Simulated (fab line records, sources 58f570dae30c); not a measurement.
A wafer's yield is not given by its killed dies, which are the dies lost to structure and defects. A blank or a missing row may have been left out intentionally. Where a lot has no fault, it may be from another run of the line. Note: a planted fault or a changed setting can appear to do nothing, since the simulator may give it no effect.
Which tool was responsible? :: flow berkeley_cmos170 :: Sampling: 14 lots, 42 wafers, 5 of 331 route steps

## WHAT EACH GAUGE READ, for each wafer
UCB170_PSD_CD_MEAS_06: the cd target is 1200 nm.
lot: L585
measured: day 8 00:01
on: cd_sem-02
cd_nm (nm): 1201.3 1200.6 1201.0

lot: L589
measured: day 8 10:23
on: cd_sem-01
cd_nm (nm): 1199.6 1198.9 1197.5

lot: L587
measured: day 8 10:35
on: cd_sem-02
cd_nm (nm): 1199.6 1200.3 1198.8

lot: L588
measured: day 8 10:37
on: cd_sem-01
cd_nm (nm): 1200.0 1200.6 1201.1

lot: L593
measured: day 9 08:58
on: cd_sem-02
cd_nm (nm): 1196.9 1198.0 1197.1

lot: L592
measured: day 9 09:05
on: cd_sem-02
cd_nm (nm): 1198.1 1198.8 1198.6

lot: L596
measured: day 9 21:06
on: cd_sem-01
cd_nm (nm): 1200.9 1199.5 1200.3

lot: L594
measured: day 9 21:23
on: cd_sem-02
cd_nm (nm): 1197.7 1195.7 1197.8

lot: L595
measured: day 9 21:40
on: cd_sem-02
cd_nm (nm): 1197.9 1198.5 1198.1

lot: L597
measured: day 10 07:19
on: cd_sem-01
cd_nm (nm): 1200.9 1201.7 1201.4

lot: L599
measured: day 10 23:54
on: cd_sem-01
cd_nm (nm): 1200.7 1199.6 1199.5

lot: L603
measured: day 11 19:47
on: cd_sem-01
cd_nm (nm): 1199.6 1199.9 1200.1

lot: L606
measured: day 12 02:35
on: cd_sem-01
cd_nm (nm): 1199.2 1199.9 1200.2

lot: L607
measured: day 12 11:07
on: cd_sem-01
cd_nm (nm): 1197.5 1197.6 1197.3

UCB170_SDANNEAL_RS_MEAS_03: uses a four-point probe to measure.
lot: L585
measured: day 8 04:32
on: film_metro-04
NSD_RS (ohm/sq): 37.39 37.37 37.33

lot: L589
measured: day 8 14:18
on: film_metro-02
NSD_RS (ohm/sq): 37.24 37.25 37.20

lot: L587
measured: day 8 14:37
on: film_metro-04
NSD_RS (ohm/sq): 36.93 37.07 37.01

lot: L588
measured: day 8 14:58
on: film_metro-01
NSD_RS (ohm/sq): 37.15 37.25 37.21

lot: L593
measured: day 9 15:07
on: film_metro-04
NSD_RS (ohm/sq): 37.22 37.34 37.38

lot: L592
measured: day 9 14:59
on: film_metro-02
NSD_RS (ohm/sq): 37.21 37.32 37.15

lot: L596
measured: day 10 00:26
on: film_metro-02
NSD_RS (ohm/sq): 37.15 37.10 37.25

lot: L594
measured: day 10 01:00
on: film_metro-04
NSD_RS (ohm/sq): 37.22 37.13 37.19

lot: L595
measured: day 10 01:18
on: film_metro-02
NSD_RS (ohm/sq): 37.37 37.29 37.30

lot: L597
measured: day 10 10:26
on: film_metro-04
NSD_RS (ohm/sq): 37.22 37.38 37.38

lot: L599
measured: day 11 03:25
on: film_metro-02
NSD_RS (ohm/sq): 37.25 37.22 37.12

lot: L603
measured: day 12 00:13
on: film_metro-04
NSD_RS (ohm/sq): 37.10 37.17 37.11

lot: L606
measured: day 12 05:57
on: film_metro-04
NSD_RS (ohm/sq): 37.16 37.26 37.18

lot: L607
measured: day 12 15:07
on: film_metro-01
NSD_RS (ohm/sq): 37.28 37.34 37.35

UCB170_CONTACT_THK_MEAS_02.
lot: L585
measured: day 8 11:29
on: film_metro-02
CONTACT_PSG_THK (nm): 692 694 691

lot: L589
measured: day 8 17:08
on: film_metro-04
CONTACT_PSG_THK (nm): 702 706 708

lot: L587
measured: day 8 18:34
on: film_metro-04
CONTACT_PSG_THK (nm): 709 707 703

lot: L588
measured: day 8 18:34
on: film_metro-03
CONTACT_PSG_THK (nm): 700 700 702

lot: L593
measured: day 9 18:26
on: film_metro-03
CONTACT_PSG_THK (nm): 699 699 705

lot: L592
measured: day 9 18:26
on: film_metro-02
CONTACT_PSG_THK (nm): 719 717 716

lot: L596
measured: day 10 03:17
on: film_metro-02
CONTACT_PSG_THK (nm): 691 690 695

lot: L594
measured: day 10 08:55
on: film_metro-03
CONTACT_PSG_THK (nm): 705 700 703

lot: L595
measured: day 10 08:56
on: film_metro-02
CONTACT_PSG_THK (nm): 704 705 704

lot: L597
measured: day 10 13:06
on: film_metro-04
CONTACT_PSG_THK (nm): 697 699 703

lot: L599
measured: day 11 06:06
on: film_metro-03
CONTACT_PSG_THK (nm): 694 694 693

lot: L603
measured: day 12 03:08
on: film_metro-03
CONTACT_PSG_THK (nm): 861 858 858

lot: L606
measured: day 12 08:38
on: film_metro-02
CONTACT_PSG_THK (nm): 859 861 863

lot: L607
measured: day 12 17:49
on: film_metro-02
CONTACT_PSG_THK (nm): 705 702 702

## WHICH TOOL RAN EACH LOT (tool, then ch and the chambers of the sampled wafers, then the start)
lot: L585
UCB170_SDANNEAL_RTA_01: rtp_anneal-01 ch 0, day 8 04:20
UCB170_CONTACT_CVD_01: lpcvd-02 ch 0, day 8 09:41

lot: L589
UCB170_SDANNEAL_RTA_01: rtp_anneal-01 ch 0, day 8 14:08
UCB170_CONTACT_CVD_01: lpcvd-01 ch 0, day 8 15:21

lot: L587
UCB170_SDANNEAL_RTA_01: rtp_anneal-02 ch 0, day 8 14:26
UCB170_CONTACT_CVD_01: lpcvd-02 ch 0, day 8 16:47

lot: L588
UCB170_SDANNEAL_RTA_01: rtp_anneal-01 ch 0, day 8 14:47
UCB170_CONTACT_CVD_01: lpcvd-02 ch 1, day 8 16:47

lot: L593
UCB170_SDANNEAL_RTA_01: rtp_anneal-01 ch 0, day 9 14:56
UCB170_CONTACT_CVD_01: lpcvd-02 ch 0, day 9 16:40

lot: L592
UCB170_SDANNEAL_RTA_01: rtp_anneal-02 ch 0, day 9 14:48
UCB170_CONTACT_CVD_01: lpcvd-02 ch 1, day 9 16:40

lot: L596
UCB170_SDANNEAL_RTA_01: rtp_anneal-02 ch 0, day 10 00:15
UCB170_CONTACT_CVD_01: lpcvd-02 ch 1, day 10 01:29

lot: L594
UCB170_SDANNEAL_RTA_01: rtp_anneal-01 ch 0, day 10 00:26
UCB170_CONTACT_CVD_01: lpcvd-02 ch 1, day 10 07:07

lot: L595
UCB170_SDANNEAL_RTA_01: rtp_anneal-02 ch 0, day 10 00:46
UCB170_CONTACT_CVD_01: lpcvd-02 ch 1, day 10 07:07

lot: L597
UCB170_SDANNEAL_RTA_01: rtp_anneal-01 ch 0, day 10 10:14
UCB170_CONTACT_CVD_01: lpcvd-02 ch 0, day 10 11:18

lot: L599
UCB170_SDANNEAL_RTA_01: rtp_anneal-01 ch 0, day 11 03:13
UCB170_CONTACT_CVD_01: lpcvd-02 ch 1, day 11 04:17

lot: L603
UCB170_SDANNEAL_RTA_01: rtp_anneal-02 ch 0, day 11 23:59
UCB170_CONTACT_CVD_01: lpcvd-02 ch 1, day 12 01:21

lot: L606
UCB170_SDANNEAL_RTA_01: rtp_anneal-02 ch 0, day 12 05:46
UCB170_CONTACT_CVD_01: lpcvd-02 ch 1, day 12 06:50

lot: L607
UCB170_SDANNEAL_RTA_01: rtp_anneal-01 ch 0, day 12 14:56
UCB170_CONTACT_CVD_01: lpcvd-01 ch 1, day 12 16:01
- UCB170_SDANNEAL_RTA_01: time 5 s.
- UCB170_CONTACT_CVD_01: deposits PSG from SiH4/O2/PH3, target thk 700 nm, time 2820 s.

## AS READ BY THE TOOLS THEMSELVES (means over the sampled wafers that have a number; for cases with no such wafer, the mark the record gives instead)
UCB170_SDANNEAL_RTA_01.
lot: L585
tool: rtp_anneal-01
chamber_o2_ppm: 2.004
lamp_power_pct (%): 34.0
wafer_temp_C_max: 1053.4

lot: L589
tool: rtp_anneal-01
chamber_o2_ppm: 1.967
lamp_power_pct (%): 34.1
wafer_temp_C_max: 1053.4

lot: L587
tool: rtp_anneal-02
chamber_o2_ppm: 1.988
lamp_power_pct (%): 38.9
wafer_temp_C_max: 1054.3

lot: L588
tool: rtp_anneal-01
chamber_o2_ppm: 1.974
lamp_power_pct (%): 34.1
wafer_temp_C_max: 1052.8

lot: L593
tool: rtp_anneal-01
chamber_o2_ppm: 2.006
lamp_power_pct (%): 34.1
wafer_temp_C_max: 1053.3

lot: L592
tool: rtp_anneal-02
chamber_o2_ppm: 2.013
lamp_power_pct (%): 38.9
wafer_temp_C_max: 1055.2

lot: L596
tool: rtp_anneal-02
chamber_o2_ppm: 2.027
lamp_power_pct (%): 38.9
wafer_temp_C_max: 1055.0

lot: L594
tool: rtp_anneal-01
chamber_o2_ppm: 2.018
lamp_power_pct (%): 34.0
wafer_temp_C_max: 1053.2

lot: L595
tool: rtp_anneal-02
chamber_o2_ppm: 1.999
lamp_power_pct (%): 39.0
wafer_temp_C_max: 1055.5

lot: L597
tool: rtp_anneal-01
chamber_o2_ppm: 2.012
lamp_power_pct (%): 34.1
wafer_temp_C_max: 1053.5

lot: L599
tool: rtp_anneal-01
chamber_o2_ppm: 1.998
lamp_power_pct (%): 34.1
wafer_temp_C_max: 1053.4

lot: L603
tool: rtp_anneal-02
chamber_o2_ppm: 2.002
lamp_power_pct (%): 38.9
wafer_temp_C_max: 1054.2

lot: L606
tool: rtp_anneal-02
chamber_o2_ppm: 2.036
lamp_power_pct (%): 38.9
wafer_temp_C_max: 1054.8

lot: L607
tool: rtp_anneal-01
chamber_o2_ppm: 2.011
lamp_power_pct (%): 34.1
wafer_temp_C_max: 1052.7

UCB170_CONTACT_CVD_01.
lot: L585
tool: lpcvd-02
pressure_mtorr (mTorr): 299.1
spike_tc_source_C (C): 469.3

lot: L589
tool: lpcvd-01
pressure_mtorr (mTorr): 300.8
spike_tc_source_C (C): 467.7

lot: L587
tool: lpcvd-02
pressure_mtorr (mTorr): 300.2
spike_tc_source_C (C): 468.8

lot: L588
tool: lpcvd-02
pressure_mtorr (mTorr): 300.7
spike_tc_source_C (C): 467.0

lot: L593
tool: lpcvd-02
pressure_mtorr (mTorr): 299.1
spike_tc_source_C (C): 469.7

lot: L592
tool: lpcvd-02
pressure_mtorr (mTorr): 300.2
spike_tc_source_C (C): 468.2

lot: L596
tool: lpcvd-02
pressure_mtorr (mTorr): 299.7
spike_tc_source_C (C): 466.8

lot: L594
tool: lpcvd-02
pressure_mtorr (mTorr): 300.2
spike_tc_source_C (C): 466.2

lot: L595
tool: lpcvd-02
pressure_mtorr (mTorr): 299.1
spike_tc_source_C (C): 467.0

lot: L597
tool: lpcvd-02
pressure_mtorr (mTorr): 300.6
spike_tc_source_C (C): 468.8

lot: L599
tool: lpcvd-02
pressure_mtorr (mTorr): 300.2
spike_tc_source_C (C): 467.4

lot: L603
tool: lpcvd-02
pressure_mtorr (mTorr): 450.3
spike_tc_source_C (C): 468.6

lot: L606
tool: lpcvd-02
pressure_mtorr (mTorr): 449.8
spike_tc_source_C (C): 467.5

lot: L607
tool: lpcvd-01
pressure_mtorr (mTorr): 300.7
spike_tc_source_C (C): 467.1

## THE ANSWER, worked out from the rows above alone
Rule: the lots themselves supply what counts as usual. The widest of any qualifying gaps counts: lots, ordered by their means at a reading, are off when they make up no more than a third of the lots, leave a main group of 4 or more, and stand apart from it by 3 or more times the standard deviation of that group's means. A main group is skipped when, at the precision printed for the reading in the tables above, its means are all equal. Also off: a lot with no number at a reading for which 4 or more lots have one. The other lots that the step has rows for count as sound. After the gauges, taken in route order, come the tools' own readings; for these a lot's mean is taken, as printed above. The first step at which some lot is off is used, and at that step the reading that is off furthest; a lot without a number counts as furthest.
Off: L603, L606, at UCB170_CONTACT_THK_MEAS_02 (CONTACT_PSG_THK). The main group: mean 702 nm, standard deviation 6.7.
If a tool, at a process step before that reading, ran all the lots that are off and no sound lot after the first of them, it fits. Not tried: the gauges at UCB170_CONTACT_THK_MEAS_02; whatever is off there is also off at UCB170_CONTACT_CVD_01, on other tools, and gauge error can't account for it. This does not decide it: 2 tools fit, namely rtp_anneal-02 at UCB170_SDANNEAL_RTA_01 and lpcvd-02 at UCB170_CONTACT_CVD_01.

## WHAT THE SIMULATOR PUT IN
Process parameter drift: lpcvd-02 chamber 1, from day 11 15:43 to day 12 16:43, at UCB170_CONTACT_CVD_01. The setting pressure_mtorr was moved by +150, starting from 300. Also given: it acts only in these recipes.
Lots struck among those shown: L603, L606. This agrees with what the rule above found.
